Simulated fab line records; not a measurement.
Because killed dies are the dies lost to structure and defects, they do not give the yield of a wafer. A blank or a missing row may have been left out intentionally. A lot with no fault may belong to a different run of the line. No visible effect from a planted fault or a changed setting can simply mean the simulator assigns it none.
Which tool did it? || flow ritCmos || 13 lots, 39 wafers sampled, at 5 steps of a route of 202

== WHAT EACH GAUGE READ, for each wafer ==
RIT_SPACER_THK_MEAS_04.
{"lot": "L107", "measured": "day 3 00:14", "on": "filmMetro-02", "SPACER_NITRIDE_THK (nm)": "247.3 250.3 249.1"}
{"lot": "L108", "measured": "day 3 06:52", "on": "filmMetro-01", "SPACER_NITRIDE_THK (nm)": "247.6 248.8 248.8"}
{"lot": "L109", "measured": "day 3 09:29", "on": "filmMetro-01", "SPACER_NITRIDE_THK (nm)": "253.4 250.8 251.6"}
{"lot": "L110", "measured": "day 3 16:45", "on": "filmMetro-03", "SPACER_NITRIDE_THK (nm)": "250.2 248.3 249.1"}
{"lot": "L111", "measured": "day 3 22:43", "on": "filmMetro-02", "SPACER_NITRIDE_THK (nm)": "254.1 253.0 251.5"}
{"lot": "L112", "measured": "day 4 04:05", "on": "filmMetro-03", "SPACER_NITRIDE_THK (nm)": "247.9 247.7 247.4"}
{"lot": "L113", "measured": "day 4 09:27", "on": "filmMetro-03", "SPACER_NITRIDE_THK (nm)": "251.2 251.1 252.1"}
{"lot": "L114", "measured": "day 4 12:49", "on": "filmMetro-02", "SPACER_NITRIDE_THK (nm)": "253.9 254.8 252.5"}
{"lot": "L116", "measured": "day 5 04:03", "on": "filmMetro-01", "SPACER_NITRIDE_THK (nm)": "254.2 254.8 252.5"}
{"lot": "L117", "measured": "day 5 07:33", "on": "filmMetro-02", "SPACER_NITRIDE_THK (nm)": "233.9 238.1 235.2"}
{"lot": "L126", "measured": "day 7 02:46", "on": "filmMetro-03", "SPACER_NITRIDE_THK (nm)": "248.5 250.1 248.7"}
{"lot": "L129", "measured": "day 7 16:35", "on": "filmMetro-01", "SPACER_NITRIDE_THK (nm)": "253.0 251.6 250.4"}
{"lot": "L130", "measured": "day 7 19:05", "on": "filmMetro-01", "SPACER_NITRIDE_THK (nm)": "251.0 251.9 251.5"}

RIT_CONTACT_CD_MEAS_08: target cd 1000 nm.
{"lot": "L107", "measured": "day 3 06:00", "on": "cdSem-02", "cdNm (nm)": "1000.1 1002.5 999.8"}
{"lot": "L108", "measured": "day 3 12:44", "on": "cdSem-01", "cdNm (nm)": "995.1 994.5 997.3"}
{"lot": "L109", "measured": "day 3 15:18", "on": "cdSem-02", "cdNm (nm)": "1004.0 1002.2 1002.8"}
{"lot": "L110", "measured": "day 3 23:02", "on": "cdSem-01", "cdNm (nm)": "996.2 996.3 996.3"}
{"lot": "L111", "measured": "day 4 04:27", "on": "cdSem-01", "cdNm (nm)": "1005.7 1007.3 1005.9"}
{"lot": "L112", "measured": "day 4 09:56", "on": "cdSem-01", "cdNm (nm)": "999.2 999.0 1000.6"}
{"lot": "L113", "measured": "day 4 15:22", "on": "cdSem-02", "cdNm (nm)": "1000.1 1000.7 1002.8"}
{"lot": "L114", "measured": "day 4 18:37", "on": "cdSem-02", "cdNm (nm)": "996.5 998.7 998.1"}
{"lot": "L116", "measured": "day 5 09:45", "on": "cdSem-01", "cdNm (nm)": "1004.5 1003.9 1006.9"}
{"lot": "L117", "measured": "day 5 13:19", "on": "cdSem-02", "cdNm (nm)": "1000.3 999.4 1002.0"}
{"lot": "L126", "measured": "day 7 08:44", "on": "cdSem-01", "cdNm (nm)": "997.9 997.6 997.1"}
{"lot": "L129", "measured": "day 7 22:17", "on": "cdSem-01", "cdNm (nm)": "1001.2 1002.7 999.5"}
{"lot": "L130", "measured": "day 8 00:55", "on": "cdSem-02", "cdNm (nm)": "1005.7 1005.5 1002.5"}

== TOOL THAT RAN EACH LOT (tool first, then ch and the chambers of the sampled wafers, then the start) ==
{"lot": "L107", "RIT_ACTIVE_ETCH_13": "rieDiel-02 ch 0,2, day 1 14:50", "RIT_PWELL_STRIP_09": "plasmaAsher-02 ch 0,1, day 2 01:19", "RIT_SPACER_CVD_03": "lpcvd-02 ch 0, day 2 22:19"}
{"lot": "L108", "RIT_ACTIVE_ETCH_13": "rieDiel-02 ch 1,2,3, day 1 20:59", "RIT_PWELL_STRIP_09": "plasmaAsher-02 ch 0,1, day 2 05:02", "RIT_SPACER_CVD_03": "lpcvd-01 ch 1, day 3 04:56"}
{"lot": "L109", "RIT_ACTIVE_ETCH_13": "rieDiel-02 ch 1,2,3, day 2 00:50", "RIT_PWELL_STRIP_09": "plasmaAsher-02 ch 0,1, day 2 09:07", "RIT_SPACER_CVD_03": "lpcvd-01 ch 0, day 3 07:34"}
{"lot": "L110", "RIT_ACTIVE_ETCH_13": "rieDiel-01 ch 0,2,3, day 2 05:50", "RIT_PWELL_STRIP_09": "plasmaAsher-02 ch 0,1, day 2 14:28", "RIT_SPACER_CVD_03": "lpcvd-01 ch 0, day 3 14:49"}
{"lot": "L111", "RIT_ACTIVE_ETCH_13": "rieDiel-01 ch 2,3, day 2 13:32", "RIT_PWELL_STRIP_09": "plasmaAsher-04 ch 0,1, day 2 22:17", "RIT_SPACER_CVD_03": "lpcvd-01 ch 1, day 3 20:49"}
{"lot": "L112", "RIT_ACTIVE_ETCH_13": "rieDiel-03 ch 2,3, day 2 15:59", "RIT_PWELL_STRIP_09": "plasmaAsher-04 ch 0,1, day 3 01:35", "RIT_SPACER_CVD_03": "lpcvd-02 ch 0, day 4 02:09"}
{"lot": "L113", "RIT_ACTIVE_ETCH_13": "rieDiel-01 ch 0,1, day 2 23:18", "RIT_PWELL_STRIP_09": "plasmaAsher-04 ch 0,1, day 3 07:27", "RIT_SPACER_CVD_03": "lpcvd-01 ch 1, day 4 07:32"}
{"lot": "L114", "RIT_ACTIVE_ETCH_13": "rieDiel-02 ch 0,1,3, day 3 02:25", "RIT_PWELL_STRIP_09": "plasmaAsher-02 ch 0,1, day 3 11:03", "RIT_SPACER_CVD_03": "lpcvd-02 ch 1, day 4 10:54"}
{"lot": "L116", "RIT_ACTIVE_ETCH_13": "rieDiel-01 ch 0,1, day 3 11:46", "RIT_PWELL_STRIP_09": "plasmaAsher-01 ch 0,1, day 3 20:59", "RIT_SPACER_CVD_03": "lpcvd-02 ch 0, day 5 02:08"}
{"lot": "L117", "RIT_ACTIVE_ETCH_13": "rieDiel-01 ch 0,2, day 3 16:50", "RIT_PWELL_STRIP_09": "plasmaAsher-02 ch 0,1, day 4 00:23", "RIT_SPACER_CVD_03": "lpcvd-01 ch 1, day 5 05:38"}
{"lot": "L126", "RIT_ACTIVE_ETCH_13": "rieDiel-01 ch 0,1,3, day 5 14:01", "RIT_PWELL_STRIP_09": "plasmaAsher-02 ch 0,1, day 6 00:02", "RIT_SPACER_CVD_03": "lpcvd-02 ch 1, day 7 00:50"}
{"lot": "L129", "RIT_ACTIVE_ETCH_13": "rieDiel-03 ch 1,2,3, day 6 05:35", "RIT_PWELL_STRIP_09": "plasmaAsher-01 ch 0,1, day 6 13:54", "RIT_SPACER_CVD_03": "lpcvd-02 ch 0, day 7 14:40"}
{"lot": "L130", "RIT_ACTIVE_ETCH_13": "rieDiel-03 ch 0,1,2, day 6 10:54", "RIT_PWELL_STRIP_09": "plasmaAsher-02 ch 0,1, day 6 20:34", "RIT_SPACER_CVD_03": "lpcvd-02 ch 0, day 7 17:08"}
- RIT_ACTIVE_ETCH_13: etches Si3N4 in SF6, stops on SiO2, time 210 s, target depth 210 nm.
- RIT_PWELL_STRIP_09: strips in O2, time 180 s.
- RIT_SPACER_CVD_03: deposits Si3N4 from SiH2Cl2/NH3, target thk 250 nm, time 3300 s.

== AS READ BY THE TOOLS THEMSELVES (means over the sampled wafers that have a number; for cases with no such wafer, the mark the record gives instead) ==
RIT_ACTIVE_ETCH_13.
{"lot": "L107", "tool": "rieDiel-02", "drypumpMotorCurrentA (A)": 6.2, "oesProductAu (a.u.)": 0.823, "throttleValvePct (%)": 7.57}
{"lot": "L108", "tool": "rieDiel-02", "drypumpMotorCurrentA (A)": 6.0, "oesProductAu (a.u.)": 0.826, "throttleValvePct (%)": 7.44}
{"lot": "L109", "tool": "rieDiel-02", "drypumpMotorCurrentA (A)": 6.0, "oesProductAu (a.u.)": 0.818, "throttleValvePct (%)": 7.45}
{"lot": "L110", "tool": "rieDiel-01", "drypumpMotorCurrentA (A)": 5.6, "oesProductAu (a.u.)": 0.832, "throttleValvePct (%)": 7.54}
{"lot": "L111", "tool": "rieDiel-01", "drypumpMotorCurrentA (A)": 5.8, "oesProductAu (a.u.)": 0.840, "throttleValvePct (%)": 7.59}
{"lot": "L112", "tool": "rieDiel-03", "drypumpMotorCurrentA (A)": 5.4, "oesProductAu (a.u.)": 0.825, "throttleValvePct (%)": 7.59}
{"lot": "L113", "tool": "rieDiel-01", "drypumpMotorCurrentA (A)": 5.2, "oesProductAu (a.u.)": 0.834, "throttleValvePct (%)": 7.44}
{"lot": "L114", "tool": "rieDiel-02", "drypumpMotorCurrentA (A)": 5.7, "oesProductAu (a.u.)": 0.815, "throttleValvePct (%)": 7.47}
{"lot": "L116", "tool": "rieDiel-01", "drypumpMotorCurrentA (A)": 5.2, "oesProductAu (a.u.)": 0.819, "throttleValvePct (%)": 7.48}
{"lot": "L117", "tool": "rieDiel-01", "drypumpMotorCurrentA (A)": 5.5, "oesProductAu (a.u.)": 0.825, "throttleValvePct (%)": 7.56}
{"lot": "L126", "tool": "rieDiel-01", "drypumpMotorCurrentA (A)": 5.4, "oesProductAu (a.u.)": 0.833, "throttleValvePct (%)": 7.49}
{"lot": "L129", "tool": "rieDiel-03", "drypumpMotorCurrentA (A)": 5.9, "oesProductAu (a.u.)": 0.824, "throttleValvePct (%)": 7.53}
{"lot": "L130", "tool": "rieDiel-03", "drypumpMotorCurrentA (A)": 6.0, "oesProductAu (a.u.)": 0.827, "throttleValvePct (%)": 7.51}

RIT_PWELL_STRIP_09.
{"lot": "L107", "tool": "plasmaAsher-02", "drypumpMotorCurrentA (A)": 5.62}
{"lot": "L108", "tool": "plasmaAsher-02", "drypumpMotorCurrentA (A)": 5.62}
{"lot": "L109", "tool": "plasmaAsher-02", "drypumpMotorCurrentA (A)": 5.64}
{"lot": "L110", "tool": "plasmaAsher-02", "drypumpMotorCurrentA (A)": 5.64}
{"lot": "L111", "tool": "plasmaAsher-04", "drypumpMotorCurrentA (A)": 5.56}
{"lot": "L112", "tool": "plasmaAsher-04", "drypumpMotorCurrentA (A)": 5.57}
{"lot": "L113", "tool": "plasmaAsher-04", "drypumpMotorCurrentA (A)": 5.58}
{"lot": "L114", "tool": "plasmaAsher-02", "drypumpMotorCurrentA (A)": 5.63}
{"lot": "L116", "tool": "plasmaAsher-01", "drypumpMotorCurrentA (A)": 5.67}
{"lot": "L117", "tool": "plasmaAsher-02", "drypumpMotorCurrentA (A)": 5.63}
{"lot": "L126", "tool": "plasmaAsher-02", "drypumpMotorCurrentA (A)": 5.64}
{"lot": "L129", "tool": "plasmaAsher-01", "drypumpMotorCurrentA (A)": 5.68}
{"lot": "L130", "tool": "plasmaAsher-02", "drypumpMotorCurrentA (A)": 5.64}

RIT_SPACER_CVD_03.
{"lot": "L107", "tool": "lpcvd-02", "pressureMtorr (mTorr)": 300.1, "spikeTcLoadC (C)": 832.3, "zonePowerCentrePct (%)": 38.6}
{"lot": "L108", "tool": "lpcvd-01", "pressureMtorr (mTorr)": 299.7, "spikeTcLoadC (C)": 834.6, "zonePowerCentrePct (%)": 40.3}
{"lot": "L109", "tool": "lpcvd-01", "pressureMtorr (mTorr)": 300.4, "spikeTcLoadC (C)": 833.8, "zonePowerCentrePct (%)": 39.1}
{"lot": "L110", "tool": "lpcvd-01", "pressureMtorr (mTorr)": 300.0, "spikeTcLoadC (C)": 834.3, "zonePowerCentrePct (%)": 39.0}
{"lot": "L111", "tool": "lpcvd-01", "pressureMtorr (mTorr)": 300.6, "spikeTcLoadC (C)": 835.6, "zonePowerCentrePct (%)": 40.2}
{"lot": "L112", "tool": "lpcvd-02", "pressureMtorr (mTorr)": 299.5, "spikeTcLoadC (C)": 832.3, "zonePowerCentrePct (%)": 38.7}
{"lot": "L113", "tool": "lpcvd-01", "pressureMtorr (mTorr)": 300.2, "spikeTcLoadC (C)": 835.3, "zonePowerCentrePct (%)": 39.9}
{"lot": "L114", "tool": "lpcvd-02", "pressureMtorr (mTorr)": 300.6, "spikeTcLoadC (C)": 839.7, "zonePowerCentrePct (%)": 37.3}
{"lot": "L116", "tool": "lpcvd-02", "pressureMtorr (mTorr)": 300.3, "spikeTcLoadC (C)": 833.0, "zonePowerCentrePct (%)": 38.8}
{"lot": "L117", "tool": "lpcvd-01", "pressureMtorr (mTorr)": 240.3, "spikeTcLoadC (C)": 835.2, "zonePowerCentrePct (%)": 39.9}
{"lot": "L126", "tool": "lpcvd-02", "pressureMtorr (mTorr)": 299.9, "spikeTcLoadC (C)": 839.5, "zonePowerCentrePct (%)": 38.1}
{"lot": "L129", "tool": "lpcvd-02", "pressureMtorr (mTorr)": 300.0, "spikeTcLoadC (C)": 832.6, "zonePowerCentrePct (%)": 38.5}
{"lot": "L130", "tool": "lpcvd-02", "pressureMtorr (mTorr)": 299.4, "spikeTcLoadC (C)": 832.7, "zonePowerCentrePct (%)": 38.6}

== THE ANSWER, worked out from the rows above alone ==
Rule: the usual values come from the lots themselves. The widest of any qualifying gaps counts: lots, ordered by their means at a reading, are off when they make up no more than a third of the lots, leave a main group of 4 or more, and stand apart from it by 3 or more times the standard deviation of that group's means. Not used: any main group whose means are identical at the precision the tables above print for the reading. A lot without any number at a reading at which 4 lots or more have one is off too. The other lots that the step has rows for count as sound. The gauges are gone through in route order, then the tools' own readings, and for those a lot's mean is taken as printed above. At the first step where some lot is off, the reading lying furthest off is the one used; lots without a number count as furthest.
Off: L117, seen at RIT_SPACER_THK_MEAS_04 (SPACER_NITRIDE_THK). For the main group the mean is 250.9 nm and the standard deviation 2.
A tool fits if, at a process step before that reading, it ran every lot that is off, and no sound lot after the first of them. The gauges at RIT_SPACER_THK_MEAS_04 aren't tried: what is off there is off at RIT_SPACER_CVD_03 too, on other tools, and a gauge's error can't cause that. One fits: lpcvd-01 at RIT_SPACER_CVD_03. A fault onset in the window from L113 (day 4 07:32, its last sound lot) to L117 (day 5 05:38, its first lot off) fits.
On the lots that are off, the tool's own readings at RIT_SPACER_CVD_03 differ by more than 5 times the standard deviation of the sound lots' means, which bears it out; pressureMtorr reads 240.3 mTorr there versus 300.1 mTorr on the sound lots.

== WHAT THE SIMULATOR HAD PUT IN ==
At RIT_SPACER_CVD_03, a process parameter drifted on lpcvd-01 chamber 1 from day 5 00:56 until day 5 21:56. The setting pressureMtorr was moved by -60, starting from 300. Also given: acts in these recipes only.
Struck lots among those shown: L117. This agrees with what the rule above found.
